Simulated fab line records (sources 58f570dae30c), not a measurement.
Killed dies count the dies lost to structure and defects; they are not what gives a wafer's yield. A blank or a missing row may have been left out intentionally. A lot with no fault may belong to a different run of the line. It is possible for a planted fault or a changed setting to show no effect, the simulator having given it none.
fab line records | flow berkeley_cmos170
[record] lots = 15 wafers = 45 last_day = 14
route steps=331 shown PFIELD@82
lots that met no fault: from a run of the same line without faults
start_h: hours from the record's first day to the start of the lot's first wafer shown | wait_h: hours from the lot's prior step to this one | " as in the row above | L1.1+2: one row covering several wafers at once | - no value, or no start was given | * or withheld: withheld | < > ~ a bound
route shown NAME@n: names a module that has steps shown in the file, with the first one's number in the route | usual: mean/standard deviation of fault-free wafers | same: alike in all rows | chamber/n: place in a boat | sites: the reading at each site | _std_site: standard deviation across them | _edge_site: mean of outer sites minus mean of inner sites | radius_mm: how far each site lies from the wafer's centre | mask NAME#n: copy n | behind: tool/chamber where the wafer was last shaped | hold: cause of the lot's hold/its duration in hours/its outcome | device: transistor that didn't switch, given as n, p or np | end of line: the route-end tests of the same wafers | where a step has no rows: the recipe by itself | killed: not the wafer's yield, but the dies lost to structure and defects at the first sort | map: shows each die of a wafer: x if killed, . if not, _ if none is there
set.NAME: the setting as run; set.NAME@STEP: as run at that earlier step | model.NAME: the simulator's own value behind a step, which no gauge read
the route's steps for a sample of lots (tables are steps, rows are wafers)
services: the hour from which a tool's chamber was out of use, counted from the record's first day as start_h (under 0 if before that day), plus the number of hours and why
[[steps]]
[step UCB170_PFIELD_EXPOSE_03]
[recipe] mask_id = PFIELD na = 0.5 sigma_outer = 0.6 source_shape = conventional target_cd_nm = 1500 dose_mj = 30
// columns lot.wafer tool chamber start_h wait_h mask
L656.2+3+5 krf_scanner-01 0 96.17 0.2 PFIELD#0
L657.1+2+4 krf_scanner-02 0 96.52 0.2 PFIELD#0
L658.1+2+4 krf_scanner-01 0 108.41 0.2 PFIELD#0
L659.1+2+5 krf_scanner-01 0 116.27 0.1 PFIELD#0
L661.1+2+6 krf_scanner-02 0 116.51 0.4 PFIELD#0
L660.1+2+5 krf_scanner-01 0 116.84 0.6 PFIELD#0
L663.1+5+6 krf_scanner-01 0 123.82 0.1 PFIELD#0
L664.2+4+5 krf_scanner-02 0 138.25 0.1 PFIELD#0
L666.1+4+6 krf_scanner-01 0 149.23 0.2 PFIELD#0
L667.1+4+5 krf_scanner-01 0 161.38 0.2 PFIELD#0
L669.1+2+5 krf_scanner-02 0 169.18 0.2 PFIELD#0
L671.4+5+6 krf_scanner-01 0 178.70 0.2 PFIELD#0
L673.3+4+6 krf_scanner-01 0 188.24 0.1 PFIELD#0
L675.1+3+4 krf_scanner-02 0 204.04 0.1 PFIELD#0
L677.3+5+6 krf_scanner-02 0 218.57 0.3 PFIELD#0
[step UCB170_PFIELD_OVL_MEAS_06]
[usual] PFIELD_OVL = -4/5.3
// columns lot.wafer tool chamber start_h wait_h PFIELD_OVL[nm]
L656.2 overlay-02 - 96.67 - -1
L656.3 " - " " 11
L656.5 " - " " 3
L657.1 overlay-02 - 97.20 - -7
L657.2 " - " " 0
L657.4 " - " " 2
L658.1 overlay-02 - 108.83 - -4
L658.2 " - " " 0
L658.4 " - " " 9
L659.1 overlay-02 - 116.99 - 2
L659.2 " - " " -1
L659.5 " - " " -4
L661.1 overlay-02 - 117.44 - -7
L661.2 " - " " 2
L661.6 " - " " -1
L660.1 overlay-01 - 117.54 - -6
L660.2 " - " " -7
L660.5 " - " " 3
L663.1 overlay-02 - 124.21 - -4
L663.5 " - " " -8
L663.6 " - " " -6
L664.2 overlay-01 - 138.63 - -3
L664.4 " - " " -8
L664.5 " - " " -13
L666.1 overlay-01 - 149.62 - 3
L666.4 " - " " 3
L666.6 " - " " 6
L667.1 overlay-01 - 161.81 - 256
L667.4 " - " " 256
L667.5 " - " " 260
L669.1 overlay-01 - 169.57 - -5
L669.2 " - " " 0
L669.5 " - " " -9
L671.4 overlay-02 - 179.49 - 251
L671.5 " - " " 249
L671.6 " - " " 255
L673.3 overlay-02 - 188.61 - 252
L673.4 " - " " 253
L673.6 " - " " 253
L675.1 overlay-01 - 204.44 - -9
L675.3 " - " " -10
L675.4 " - " " 0
L677.3 overlay-01 - 219.22 - -1
L677.5 " - " " -2
L677.6 " - " " 3
[[services]]
// columns tool chamber start_h hours kind
krf_scanner-02 - 98.18 4.5 repair
krf_scanner-01 - 109.82 1.6 repair
krf_scanner-02 - 123.18 0.2 repair
krf_scanner-02 - 127.49 1.0 pm
krf_scanner-01 - 140.08 3.1 repair
krf_scanner-01 - 152.29 0.8 pm
krf_scanner-01 0 156.71 - calibration
krf_scanner-01 - 157.21 1.0 pm
krf_scanner-01 - 168.66 1.3 pm
krf_scanner-02 - 189.34 3.6 pm
krf_scanner-02 - 192.90 1.3 pm
krf_scanner-02 0 208.84 - calibration
[[key]]
[first_sign] step = UCB170_PFIELD_OVL_MEAS_06 reading = PFIELD_OVL direction = up sigmas = 48 usual = -4 struck = 254
effect none on later readings
met_at UCB170_PFIELD_EXPOSE_03
struck_lots L667,L671,L673
tester_left_out L667,L671,L673
onset_between 149.23 161.38
[fault] kind = scanner_matching_overlay tool = krf_scanner-01 chamber = - onset_h = 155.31 steps = UCB170_PFIELD_EXPOSE_03 offset = 260
// tester_left_out: of these lots the tester's yield and bins aren't shown, on N5 and GAA mostly nor the transistor test; their killed dies are dies lost to structure and defects alone, not to doping, threshold or leakage, so they don't give the yield
